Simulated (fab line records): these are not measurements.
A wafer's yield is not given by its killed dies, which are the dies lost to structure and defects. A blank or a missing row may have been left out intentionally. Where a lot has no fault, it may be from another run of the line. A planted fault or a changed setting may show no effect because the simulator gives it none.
2 desks looking at one fault -- flow berkeley cmos170 -- what lay behind the numbers comes last; until then each desk has only its own

METROLOGY DESK
What the gauges read, lot by lot, whatever tool the lot ran on: means of the sampled wafers that have a number. If a lot's mean is further than 4 standard deviations from the usual mean, the lot is out of limits and carries the mark OUT (the distance appears in the brackets).
Columns: A = V2_TEOS_THK at UCB170_V2_THK_MEAS_01, usual 2007 nm
lot,first seen here,A
L724,day 8 15:00,2036
L720,day 8 16:34,2023
L723,day 9 02:16,2007
L726,day 9 14:13,1997
L725,day 9 14:45,2009
L727,day 9 22:18,2002
L733,day 10 20:41,1964
L731,day 11 03:25,1994
L735,day 11 03:36,2008
L730,day 11 03:55,2017
L737,day 11 20:37,2011
L740,day 12 10:32,1998
L743,day 12 21:58,2014
L742,day 12 23:04,2010
This desk found nothing out of limits on any of the 14 lots.

AT THE TOOL OWNER'S DESK: pecvd-04
The tool's own readings at UCB170_V2_CVD_00 (deposits SiO2 from TEOS/O2, target thk 2000 nm, time 250 s): means of the sampled wafers that have a number, for each lot that ran on this tool. If a lot's mean is further than 4 standard deviations from the usual mean, the lot is out of limits and carries the mark OUT (the distance appears in the brackets).
Columns: A = heater power w at UCB170_V2_CVD_00, usual 255 W
lot,first seen here,A
L724,day 8 14:49,293
L720,day 8 16:23,229
L726,day 9 14:03,204
L727,day 9 22:08,302
L735,day 11 03:27,240
L730,day 11 03:44,228
This desk found nothing out of limits on any of the 6 lots.

BROUGHT TOGETHER
Metrology desk: nothing out of limits seen.
The desk of the tool owner found nothing out of limits.

WHAT THE SIMULATOR HAD PUT IN
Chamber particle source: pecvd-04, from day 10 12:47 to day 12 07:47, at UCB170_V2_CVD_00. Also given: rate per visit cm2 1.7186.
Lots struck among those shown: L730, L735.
